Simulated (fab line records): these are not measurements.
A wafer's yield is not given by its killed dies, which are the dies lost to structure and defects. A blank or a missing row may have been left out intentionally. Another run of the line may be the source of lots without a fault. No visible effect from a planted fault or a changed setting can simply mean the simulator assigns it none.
Comparing a struck lot with a sound one + flow berkeley cmos170 + 17 steps out of a route of 331
Sound: these wafers, L314.3, L314.4, L314.5. Wafers L333.1, L333.5, L333.6 were the ones struck. The cause is given at the end.
Per side, at each step with rows, come the tool, then ch with its chambers, and then its first start. Under that, the readings that differ: sound wafers + struck wafers + difference of the means + sigmas: that difference in standard deviations of wafers without a fault.
alike: same words and numbers on both sides, and readings whose means sit less than 2 such deviations apart. not compared: any withheld reading, any reading some wafer has no value for, any bound like >300 that may hide the same value, and any number with overlapping values for which the record gives no deviation.
The two part at a step that has a row with sigmas, a row that says differs or no value, or rows on one side only. Numbers that have no deviation but don't overlap get no sigmas and don't part them. Lack of a reading on every wafer of one side parts them only where that side has two or more wafers.

UCB170_ACTIVE_OVL_MEAS_14:
  struck on overlay-02, day 8 18:18; sound on overlay-02, day 4 16:10
  alike: ACTIVE_OVL
UCB170_ACTIVE_ETCH_15: etches Si3N4 in CH3F/Ar/O2, stops on SiO2, target depth 242 nm, time 151 s.
  sound on rie diel-02 ch 1,2,3, day 4 16:11; struck on rie diel-02 ch 0,1,2, day 8 18:20
  alike: drypump motor current A, oes product au, throttle valve pct
  not compared: rf hours counter h
UCB170_ACTIVE_STRIP_16: strips in O2.
  sound on plasma asher-02 ch 0,1, day 4 16:20; struck on plasma asher-04 ch 0,1, day 8 18:26
  alike: drypump motor current A, oes product au, strip time to endpoint s
  not compared: rf hours counter h
UCB170_ACTIVE_CD_MEAS_90: the cd target is 1200 nm.
  struck on cd sem-02, day 8 18:34; sound on cd sem-01, day 4 16:26
  alike: cd nm
then, 7 steps without rows for these wafers: UCB170_ACTIVE_CLEAN_17 (cleans in SPM, time 600 s); UCB170_PFIELD_HMDS_00 (prime time 60 s); UCB170_PFIELD_COAT_01 (resist thk 900 nm); UCB170_PFIELD_SOFTBAKE_02 (time 60 s); UCB170_PFIELD_EXPOSE_03 (exposes mask PFIELD, target cd 1500 nm); UCB170_PFIELD_PEB_04; UCB170_PFIELD_DEVELOP_05 (develop time 45 s).
UCB170_PFIELD_OVL_MEAS_06:
  struck on overlay-01, day 8 20:16; sound on overlay-01, day 4 19:45
  alike: PFIELD_OVL
UCB170_PFIELD_IMPLANT_07:
  sound on implanter-03 ch 0, day 4 19:49; struck on implanter-03 ch 0, day 8 20:17
| reading                   | sound                | struck               | difference | sigmas      |
|---------------------------|----------------------|----------------------|------------|-------------|
| beam energy keV           | 79.987 80.003 79.971 | 51.961 52.018 52.003 | -27.993    | -99 or more |
| model.implant.rp nm (nm)  | 277.8 277.8 277.8    | 171.2 171.2 171.2    | -106.6     |             |
| model.implant.drp nm (nm) | 74.86 74.86 74.86    | 59.86 59.86 59.86    | -15.00     |             |
  alike: beam on s, end station pressure torr, faraday current uA
UCB170_PFIELD_STRIP_08: strips in O2.
  sound on plasma asher-02 ch 0,1, day 4 19:57; struck on plasma asher-03 ch 0,1, day 8 20:26
  alike: drypump motor current A, oes product au, strip time to endpoint s
  not compared: rf hours counter h
UCB170_PFIELD_TW_MEAS_09:
  struck on film metro-04, day 8 20:32; sound on film metro-04, day 4 20:02
| reading   | sound       | struck      | difference | sigmas |
|-----------|-------------|-------------|------------|--------|
| PFIELD_TW | 599 601 598 | 570 567 568 | -31        | -6     |
then, 1 step without rows for these wafers: UCB170_FIELD_CLEAN_00 (cleans in dHF, time 7.5 s).
-- the record jumps here: 4 days lie between the struck wafers' starts before and after (it left off in module FIELD and takes up again in module M3, whose first step shown is number 331 of the route) --
UCB170_M3_PROBE_99:
  record: rows for the struck wafers here (prober-01, day 12 17:02), none for the sound ones

WHERE THEY PART
Earliest at UCB170_PFIELD_IMPLANT_07; latest, in this record, at UCB170_M3_PROBE_99.

WHY: the cause the simulator had injected
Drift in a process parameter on implanter-03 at UCB170_PFIELD_IMPLANT_07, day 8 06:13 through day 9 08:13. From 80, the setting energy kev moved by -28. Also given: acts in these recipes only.
